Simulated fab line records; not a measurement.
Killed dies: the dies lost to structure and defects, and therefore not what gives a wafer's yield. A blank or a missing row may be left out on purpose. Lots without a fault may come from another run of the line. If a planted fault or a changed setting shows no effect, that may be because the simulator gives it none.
fab line records	flow rit-cmos
record lots=14	wafers=42	last-day=7
route steps=202 shown ACTIVE@17 NWELL@34 NRETRO@59 PRETRO@73 M1@202
lots that met no fault: taken from a fault-free run of the same line
start-h: the number of hours between the record's first day and the start of the first shown wafer of the lot	wait-h: hours since the lot's step before	" the same as in the row above	L1.1+2: a row that stands for several wafers	- no value, or no start was given	* or withheld: withheld	< > ~ a bound
route shown NAME@n: a module of which the file shows steps, and the number in the route of the first	usual: mean/standard deviation taken from wafers without a fault	same: alike in all rows	chamber/n: place in a boat	sites: per-site readings	_std_site: the standard deviation of these	_edge_site: the outer-site mean with the inner-site mean subtracted	radius-mm: how far each site lies from the wafer's centre	mask NAME#n: copy n	behind: the last tool/chamber to shape the wafer	hold: what put the lot on hold/how long, in hours/how the hold closed	device: the transistor (n, p or np) that didn't switch	end of line: the tests these same wafers got at the end of their route	a step without rows: its recipe alone	killed: at the first sort, the dies lost to defects and structure; wafer yield is something else	map: dies across one wafer; x = killed, . = not, _ = none there
set.NAME: the setting that was run; set.NAME@STEP: the one run at that earlier step	model.NAME: the simulator's own value behind a step, which no gauge read
a sample of lots followed through the steps of the route, with each step as a table and each wafer as a row
services: a tool's chamber out of use, with start hour (start-h, from the record's first day; less than 0 if before it), hours out, and reason
## steps
# step RIT_ACTIVE_CLEAN_15
# recipe chemistry=SC1	mix=3:3:50	time-s=600	temp-c=75
# usual bath-guard-temp-C=74.8/0.52	bath-heat-duty-pct=16.3/1.9
lot.wafer	tool	chamber	start-h	wait-h	bath-guard-temp-C	bath-heat-duty-pct
L239.1	wet-bench-03	3	15.26	0.1	74.6	17.9
L239.4	"	3	"	"	74.6	18.7
L239.6	"	3	"	"	74.2	18.3
L244.3	wet-bench-04	0	40.41	0.1	74.8	12.6
L244.5	"	0	"	"	74.7	12.1
L244.6	"	0	"	"	75.0	13.5
L245.1	wet-bench-02	2	47.73	0.1	74.8	14.1
L245.3	"	2	"	"	75.2	14.0
L245.4	"	2	"	"	74.9	14.1
L248.1	wet-bench-02	2	60.19	0.1	74.7	13.1
L248.4	"	2	"	"	75.4	14.4
L248.5	"	2	"	"	75.3	13.3
L249.1	wet-bench-02	3	65.27	0.1	75.2	16.4
L249.3	"	3	"	"	75.6	16.8
L249.6	"	3	"	"	75.4	16.5
L252.2	wet-bench-03	2	84.73	0.1	-	-
L252.3	"	2	"	"	-	-
L252.5	"	2	"	"	-	-
L253.1	wet-bench-02	3	87.94	0.1	-	-
L253.2	"	3	"	"	-	-
L253.4	"	3	"	"	-	-
L255.3	wet-bench-03	1	97.34	0.1	74.6	15.8
L255.4	"	1	"	"	74.3	15.1
L255.6	"	1	"	"	74.2	16.1
L256.1	wet-bench-02	0	101.46	0.1	74.3	17.2
L256.2	"	0	"	"	74.2	17.1
L256.4	"	0	"	"	74.7	17.2
L257.1	wet-bench-04	1	107.17	0.1	75.7	16.3
L257.3	"	1	"	"	75.6	14.6
L257.4	"	1	"	"	75.6	14.7
L258.2	wet-bench-02	0	110.44	0.1	74.7	17.8
L258.3	"	0	"	"	74.7	17.4
L258.6	"	0	"	"	74.4	17.3
L260.1	wet-bench-02	3	121.34	0.1	75.4	16.4
L260.3	"	3	"	"	75.3	14.6
L260.6	"	3	"	"	75.6	16.8
L261.1	wet-bench-03	3	126.01	0.1	74.7	20.0
L261.2	"	3	"	"	74.6	17.4
L261.6	"	3	"	"	74.6	18.7
L262.4	wet-bench-03	3	131.33	0.0	74.5	19.3
L262.5	"	3	"	"	74.3	20.4
L262.6	"	3	"	"	74.6	18.3
# step RIT_NWELL_OVL_MEAS_06
# usual NWELL_OVL=0.1/1.3
lot.wafer	tool	chamber	start-h	wait-h	NWELL_OVL[nm]
L239.1	overlay-01	-	22.95	-	-1.1
L239.4	"	-	"	"	-0.7
L239.6	"	-	"	"	0.8
L244.3	overlay-01	-	47.56	-	-2.0
L244.5	"	-	"	"	-0.2
L244.6	"	-	"	"	0.7
L245.1	overlay-02	-	53.46	-	0.7
L245.3	"	-	"	"	0.6
L245.4	"	-	"	"	-0.5
L248.1	overlay-01	-	66.88	-	0.4
L248.4	"	-	"	"	0.3
L248.5	"	-	"	"	0.7
L249.1	overlay-02	-	70.27	-	-1.8
L249.3	"	-	"	"	-0.2
L249.6	"	-	"	"	-1.3
L252.2	overlay-01	-	94.54	-	1.2
L252.3	"	-	"	"	0.9
L252.5	"	-	"	"	1.6
L253.1	overlay-01	-	97.64	-	1.4
L253.2	"	-	"	"	-0.1
L253.4	"	-	"	"	-0.1
L255.3	overlay-02	-	106.90	-	1.6
L255.4	"	-	"	"	-0.3
L255.6	"	-	"	"	-0.1
L256.1	overlay-01	-	109.11	-	2.8
L256.2	"	-	"	"	2.8
L256.4	"	-	"	"	2.3
L257.1	overlay-01	-	112.26	-	-0.3
L257.3	"	-	"	"	1.0
L257.4	"	-	"	"	-0.4
L258.2	overlay-01	-	117.91	-	1.2
L258.3	"	-	"	"	1.3
L258.6	"	-	"	"	0.5
L260.1	overlay-02	-	126.99	-	-0.1
L260.3	"	-	"	"	1.7
L260.6	"	-	"	"	1.2
L261.1	overlay-02	-	131.91	-	2.0
L261.2	"	-	"	"	0.4
L261.6	"	-	"	"	-0.1
L262.4	overlay-02	-	138.40	-	-1.4
L262.5	"	-	"	"	-0.1
L262.6	"	-	"	"	1.4
# step RIT_NRETRO_OVL_MEAS_06
# usual NRETRO_OVL=-0.5/1.3
lot.wafer	tool	chamber	start-h	wait-h	NRETRO_OVL[nm]
L239.1	overlay-01	-	31.75	-	0.7
L239.4	"	-	"	"	0.8
L239.6	"	-	"	"	0.0
L244.3	overlay-01	-	57.79	-	1.5
L244.5	"	-	"	"	1.6
L244.6	"	-	"	"	0.4
L245.1	overlay-01	-	62.99	-	-1.4
L245.3	"	-	"	"	-1.1
L245.4	"	-	"	"	-2.0
L248.1	overlay-01	-	75.65	-	0.0
L248.4	"	-	"	"	0.2
L248.5	"	-	"	"	-1.0
L249.1	overlay-01	-	80.74	-	0.1
L249.3	"	-	"	"	2.0
L249.6	"	-	"	"	-0.2
L252.2	overlay-01	-	104.76	-	2.8
L252.3	"	-	"	"	1.1
L252.5	"	-	"	"	-0.6
L253.1	overlay-01	-	106.68	-	-2.0
L253.2	"	-	"	"	-2.8
L253.4	"	-	"	"	-0.2
L255.3	overlay-01	-	115.47	-	-0.7
L255.4	"	-	"	"	0.5
L255.6	"	-	"	"	-1.7
L256.1	overlay-01	-	120.20	-	-0.3
L256.2	"	-	"	"	-1.2
L256.4	"	-	"	"	0.6
L257.1	overlay-02	-	122.11	-	-1.2
L257.3	"	-	"	"	-0.9
L257.4	"	-	"	"	-1.8
L258.2	overlay-01	-	128.02	-	-0.1
L258.3	"	-	"	"	-2.0
L258.6	"	-	"	"	-1.6
L260.1	overlay-01	-	136.12	-	-1.2
L260.3	"	-	"	"	0.8
L260.6	"	-	"	"	1.8
L261.1	overlay-02	-	140.91	-	-0.1
L261.2	"	-	"	"	-0.4
L261.6	"	-	"	"	0.4
L262.4	overlay-02	-	147.28	-	-0.1
L262.5	"	-	"	"	-0.6
L262.6	"	-	"	"	-1.1
# step RIT_PRETRO_STRIP_09
# recipe chemistry=O2	time-s=180	resist=NOVOLAK	platen-temp-c=withheld	power-w=500	pressure-mtorr=4000	o2-flow-sccm=4000
# usual drypump-motor-current-A=5.89/0.29	rf-refl-power-W=6.9/0.95
lot.wafer	tool	chamber	start-h	wait-h	drypump-motor-current-A	rf-hours-counter-h	rf-refl-power-W
L239.1	plasma-asher-03	1	33.99	0.1	6.06	36	7.0
L239.4	"	0	"	"	6.16	-	6.8
L239.6	"	0	"	"	6.16	-	6.7
L244.3	plasma-asher-03	0	59.82	0.1	6.17	-	6.9
L244.5	"	0	"	"	6.17	-	7.0
L244.6	"	1	"	"	6.07	-	7.1
L245.1	plasma-asher-01	1	65.10	0.1	5.77	43	8.6
L245.3	"	1	"	"	5.78	-	8.4
L245.4	"	0	"	"	5.65	-	6.9
L248.1	plasma-asher-01	0	77.76	0.1	5.67	44	6.6
L248.4	"	1	"	"	5.77	-	8.7
L248.5	"	1	"	"	5.79	-	8.5
L249.1	plasma-asher-01	1	82.72	0.1	5.75	45	8.7
L249.3	"	0	"	"	5.64	-	6.7
L249.6	"	0	"	"	5.61	-	7.0
L252.2	plasma-asher-04	0	106.87	0.1	6.12	46	7.2
L252.3	"	0	"	"	6.09	-	7.2
L252.5	"	0	"	"	6.11	-	7.0
L253.1	plasma-asher-04	1	108.66	0.1	5.29	47	5.0
L253.2	"	0	"	"	6.12	47	7.0
L253.4	"	1	"	"	5.30	-	5.0
L255.3	plasma-asher-01	0	117.66	0.2	5.68	-	6.8
L255.4	"	1	"	"	5.77	-	8.6
L255.6	"	0	"	"	5.66	-	6.9
L256.1	plasma-asher-03	1	122.18	0.1	6.10	46	7.2
L256.2	"	0	"	"	6.15	46	7.3
L256.4	"	0	"	"	6.17	-	6.9
L257.1	plasma-asher-04	1	124.16	0.1	5.28	1	4.9
L257.3	"	0	"	"	6.11	-	7.1
L257.4	"	1	"	"	5.29	-	4.6
L258.2	plasma-asher-01	0	130.10	0.1	5.66	51	7.1
L258.3	"	1	"	"	5.75	-	8.5
L258.6	"	0	"	"	5.67	-	6.7
L260.1	plasma-asher-03	0	138.21	0.1	6.17	48	6.6
L260.3	"	1	"	"	6.07	-	6.9
L260.6	"	0	"	"	6.17	-	6.7
L261.1	plasma-asher-03	1	143.03	0.1	6.08	49	6.9
L261.2	"	0	"	"	6.17	49	6.7
L261.6	"	0	"	"	6.17	-	6.8
L262.4	plasma-asher-04	1	149.31	0.1	5.29	-	5.0
L262.5	"	1	"	"	5.28	-	5.0
L262.6	"	0	"	"	6.09	-	7.0
# step RIT_M1_PROBE_99
# usual killed_at_M0_to_M3=0.0/0.25	killed-at-contacts=0.0/0.18	killed-at-front-end=7/3.4	killed-dies=7/3.4	killed-on-rim=1.8/1.3	killed-open=3.7/2.2	killed-short=3.6/2.2
# same gross-dies=264	killed_at_M4_up=0	killed-at-back-side=0	killed-at-other=0
lot.wafer	tool	chamber	start-h	wait-h	killed_at_M0_to_M3	killed-at-contacts	killed-at-front-end	killed-dies	killed-on-rim	killed-open	killed-short
L239.1	prober-02	-	59.17	0.1	0	0	10	10	1	4	6
L239.4	prober-02	-	59.32	0.2	0	0	8	8	2	5	3
L239.6	prober-02	-	59.42	0.2	0	0	7	7	3	5	2
L244.3	prober-01	-	87.27	0.2	0	0	6	6	2	2	4
L244.5	prober-01	-	87.37	0.2	0	0	6	6	1	4	2
L244.6	prober-01	-	87.42	0.2	1	0	4	5	1	2	3
L245.1	prober-02	-	92.52	0.1	0	0	5	5	2	3	2
L245.3	prober-02	-	92.62	0.2	0	0	8	8	3	4	4
L245.4	prober-02	-	92.67	0.2	0	0	8	8	2	5	3
L248.1	prober-01	-	111.22	0.1	0	0	5	5	0	2	3
L248.4	prober-01	-	111.37	0.2	0	0	1	1	1	1	0
L248.5	prober-01	-	111.42	0.2	0	0	5	5	1	2	3
L249.1	prober-02	-	114.48	0.1	0	0	8	8	2	7	1
L249.3	prober-02	-	114.58	0.2	0	0	8	8	4	4	4
L249.6	prober-02	-	114.73	0.2	0	0	10	10	3	6	4
L252.2	prober-01	-	133.26	0.1	0	0	6	6	1	0	6
L252.3	prober-01	-	133.31	0.2	0	0	6	6	1	2	4
L252.5	prober-01	-	133.41	0.2	0	0	11	11	3	4	7
L253.1	prober-02	-	139.35	0.1	0	0	13	13	4	5	8
L253.2	prober-02	-	139.40	0.1	0	0	9	9	2	7	2
L253.4	prober-02	-	139.50	0.2	0	0	7	7	1	0	7
L256.1	prober-02	-	147.49	0.1	0	0	7	7	4	2	5
L256.2	prober-02	-	147.54	0.1	0	0	8	8	2	4	4
L256.4	prober-02	-	147.64	0.2	0	0	3	3	0	0	3
L255.3	prober-01	-	149.78	0.2	0	1	2	3	0	1	2
L255.4	prober-01	-	149.83	0.2	0	0	8	8	3	2	6
L255.6	prober-01	-	149.93	0.2	0	0	6	6	4	2	4
L257.1	prober-02	-	151.38	0.1	0	0	8	8	2	3	4
L257.3	prober-02	-	151.48	0.2	2	0	10	12	3	5	5
L257.4	prober-02	-	151.53	0.2	0	0	4	4	2	1	1
L258.2	prober-01	-	158.18	0.1	0	0	4	4	1	2	2
L258.3	prober-01	-	158.23	0.2	0	0	11	11	1	5	6
L258.6	prober-01	-	158.38	0.2	0	0	7	7	0	4	3
L260.1	prober-01	-	164.06	0.1	0	0	5	5	0	3	2
L260.3	prober-01	-	164.16	0.2	0	0	6	6	1	3	3
L260.6	prober-01	-	164.31	0.2	0	0	0	0	0	0	0
L261.1	prober-02	-	171.56	0.1	0	0	7	7	0	2	5
L261.2	prober-02	-	171.61	0.1	0	0	11	11	2	6	5
L261.6	prober-02	-	171.81	0.2	0	0	4	4	0	2	2
L262.4	prober-01	-	174.17	0.2	0	0	9	9	2	3	6
L262.5	prober-01	-	174.22	0.2	0	0	13	13	4	7	6
L262.6	prober-01	-	174.27	0.2	0	0	4	4	1	2	2
# killed by level:class
L239.1 GATE:geometric-particle:short=3 FOX2:geometric-particle:open=2 FOX1:geometric-particle:short=1 FOX2:geometric-particle:short=1 GATE:geometric-particle:open=1 SILICIDE:geometric-particle:short=1 SILICIDE:geometric-particle:open=1
L239.4 GATE:geometric-particle:open=4 FOX1:geometric-particle:short=2 GATE:geometric-particle:short=1 SPACER:geometric-particle:open=1
L239.6 FOX2:geometric-particle:open=2 SPACER:geometric-particle:open=2 FOX1:geometric-particle:short=1 FOX1:geometric-particle:open=1 FOX2:geometric-particle:short=1
L244.3 FOX2:geometric-particle:short=2 GATE:geometric-particle:short=2 GATE:geometric-particle:open=1 SILICIDE:geometric-particle:open=1
L244.5 GATE:geometric-particle:open=3 ACTIVE:geometric-particle:short=1 FOX1:geometric-particle:open=1 FOX1:geometric-particle:short=1
L244.6 GATE:geometric-particle:short=2 FOX1:geometric-particle:open=1 GATE:geometric-particle:open=1 M1:geometric-particle:short=1
L245.1 GATE:geometric-particle:open=2 FOX1:geometric-particle:short=1 FOX1:geometric-particle:open=1 SILICIDE:geometric-particle:short=1
L245.3 GATE:geometric-particle:open=3 GATE:geometric-particle:short=2 REOX:geometric-particle:short=1 REOX:geometric-particle:open=1 SPACER:geometric-particle:short=1
L245.4 GATE:geometric-particle:open=2 FOX1:geometric-particle:short=1 FOX1:geometric-particle:open=1 SPACER:geometric-particle:short=1 SPACER:geometric-particle:open=1 SILICIDE:geometric-particle:open=1 SILICIDE:geometric-particle:short=1
L248.1 GATE:geometric-particle:short=2 FOX1:geometric-particle:short=1 GATE:geometric-particle:open=1 SILICIDE:geometric-particle:open=1
L248.4 FOX2:geometric-particle:open=1
L248.5 FOX1:geometric-particle:short=1 FOX1:geometric-particle:open=1 GATE:geometric-particle:short=1 GATE:geometric-particle:open=1 REOX:geometric-particle:short=1
L249.1 SILICIDE:geometric-particle:open=3 ACTIVE:geometric-particle:open=1 FOX1:geometric-particle:open=1 GATE:geometric-particle:open=1 SPACER:geometric-particle:open=1 SPACER:geometric-particle:short=1
L249.3 SPACER:geometric-particle:open=3 FOX1:geometric-particle:short=2 REOX:geometric-particle:short=2 GATE:geometric-particle:open=1
L249.6 GATE:geometric-particle:open=3 GATE:geometric-particle:short=2 SPACER:geometric-particle:open=2 FOX1:geometric-particle:short=1 REOX:geometric-particle:open=1 SPACER:geometric-particle:short=1
L252.2 FOX1:geometric-particle:short=2 GATE:geometric-particle:short=2 SPACER:geometric-particle:short=1 SILICIDE:geometric-particle:short=1
L252.3 FOX1:geometric-particle:short=2 GATE:geometric-particle:short=1 GATE:geometric-particle:open=1 REOX:geometric-particle:open=1 SILICIDE:geometric-particle:short=1
L252.5 GATE:geometric-particle:open=2 REOX:geometric-particle:short=2 SPACER:geometric-particle:short=2 FOX1:geometric-particle:short=1 FOX1:geometric-particle:open=1 GATE:geometric-particle:short=1 REOX:geometric-particle:open=1 SILICIDE:geometric-particle:short=1
L253.1 REOX:geometric-particle:short=4 FOX2:geometric-particle:open=2 SILICIDE:geometric-particle:short=2 FOX1:geometric-particle:open=1 FOX1:geometric-particle:short=1 GATE:geometric-particle:open=1 GATE:geometric-particle:short=1 SPACER:geometric-particle:open=1
L253.2 GATE:geometric-particle:open=3 FOX1:geometric-particle:short=2 SILICIDE:geometric-particle:open=2 FOX1:geometric-particle:open=1 REOX:geometric-particle:open=1
L253.4 FOX1:geometric-particle:short=3 GATE:geometric-particle:short=2 REOX:geometric-particle:short=1 SPACER:geometric-particle:short=1
L256.1 SILICIDE:geometric-particle:short=3 SILICIDE:geometric-particle:open=2 SPACER:geometric-particle:short=2
L256.2 GATE:geometric-particle:open=2 SPACER:geometric-particle:short=2 GATE:geometric-particle:short=1 REOX:geometric-particle:short=1 SPACER:geometric-particle:open=1 SILICIDE:geometric-particle:open=1
L256.4 GATE:geometric-particle:short=2 SILICIDE:geometric-particle:short=1
L255.3 GATE:geometric-particle:open=1 GATE:geometric-particle:short=1 CONTACT:geometric-particle:short=1
L255.4 FOX1:geometric-particle:short=2 GATE:geometric-particle:short=2 GATE:geometric-particle:open=2 REOX:geometric-particle:short=1 SPACER:geometric-particle:short=1
L255.6 GATE:geometric-particle:short=3 GATE:geometric-particle:open=1 REOX:geometric-particle:short=1 SPACER:geometric-particle:open=1
L257.1 SILICIDE:geometric-particle:open=3 GATE:geometric-particle:short=2 SILICIDE:geometric-particle:short=2 NWELL:coat-microbubble-printed=1
L257.3 GATE:geometric-particle:short=2 SPACER:geometric-particle:open=2 SILICIDE:geometric-particle:open=2 SILICIDE:geometric-particle:short=2 M1:coat-microbubble-printed=2 FOX2:geometric-particle:open=1 SPACER:geometric-particle:short=1
L257.4 NWELL:coat-microbubble-printed=2 GATE:geometric-particle:short=1 REOX:geometric-particle:open=1
L258.2 FOX1:geometric-particle:open=1 GATE:geometric-particle:short=1 SPACER:geometric-particle:short=1 SPACER:geometric-particle:open=1
L258.3 FOX2:geometric-particle:short=2 SPACER:geometric-particle:open=2 FOX1:geometric-particle:short=1 FOX1:geometric-particle:open=1 GATE:geometric-particle:open=1 GATE:geometric-particle:short=1 SPACER:geometric-particle:short=1 SILICIDE:geometric-particle:short=1
L258.6 FOX1:geometric-particle:open=1 FOX2:geometric-particle:short=1 GATE:geometric-particle:short=1 GATE:geometric-particle:open=1 SPACER:geometric-particle:short=1 SPACER:geometric-particle:open=1 SILICIDE:geometric-particle:open=1
L260.1 SPACER:geometric-particle:open=2 FOX1:geometric-particle:open=1 FOX1:geometric-particle:short=1 GATE:geometric-particle:short=1
L260.3 FOX1:geometric-particle:open=1 FOX2:geometric-particle:short=1 GATE:geometric-particle:open=1 GATE:geometric-particle:short=1 SPACER:geometric-particle:open=1 SPACER:geometric-particle:short=1
L260.6
L261.1 GATE:geometric-particle:short=3 FOX1:geometric-particle:short=1 REOX:geometric-particle:open=1 SPACER:geometric-particle:open=1 SPACER:geometric-particle:short=1
L261.2 FOX1:geometric-particle:short=2 GATE:geometric-particle:open=2 GATE:geometric-particle:short=2 SPACER:geometric-particle:open=2 FOX1:geometric-particle:open=1 FOX2:geometric-particle:open=1 SPACER:geometric-particle:short=1
L261.6 GATE:geometric-particle:short=2 REOX:geometric-particle:open=1 SILICIDE:geometric-particle:open=1
L262.4 GATE:geometric-particle:short=4 GATE:geometric-particle:open=2 REOX:geometric-particle:open=1 SPACER:geometric-particle:short=1 SILICIDE:geometric-particle:short=1
L262.5 GATE:geometric-particle:open=3 GATE:geometric-particle:short=3 SILICIDE:geometric-particle:open=2 FOX2:geometric-particle:open=1 FOX2:geometric-particle:short=1 REOX:geometric-particle:short=1 REOX:geometric-particle:open=1 SPACER:geometric-particle:short=1
L262.6 FOX2:geometric-particle:short=1 GATE:geometric-particle:open=1 REOX:geometric-particle:open=1 SILICIDE:geometric-particle:short=1
## services
tool	chamber	start-h	hours	kind
plasma-asher-03	-	23.76	2.9	repair
wet-bench-03	-	25.44	4.4	pm
wet-bench-02	-	75.03	3.9	repair
plasma-asher-04	-	108.84	9.0	pm
plasma-asher-04	0	108.84	9.0	vent-cycle
plasma-asher-04	1	108.84	9.0	vent-cycle
plasma-asher-04	0	117.84	-	clean
plasma-asher-04	1	117.84	-	clean
## key
first-sign step=RIT_ACTIVE_CLEAN_15	reading=tool-record	direction=missing
effect none on later readings
met-at RIT_ACTIVE_CLEAN_15
struck-lots L252,L253
tester-left-out L252,L253
not-acting-at RIT_NWELL_OVL_MEAS_06,RIT_NRETRO_OVL_MEAS_06,RIT_PRETRO_STRIP_09
onset-between 65.27 84.73
fault kind=skipped-step-whole	tool=wet-bench-02,wet-bench-03	chamber=-	onset-h=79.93	steps=RIT_ACTIVE_CLEAN_15	scope=struck-lots-only
# tester-left-out: of these lots the tester's yield and bins aren't shown, on N5 and GAA mostly nor the transistor test; their killed dies are dies lost to structure and defects alone, not to doping, threshold or leakage, so they don't give the yield
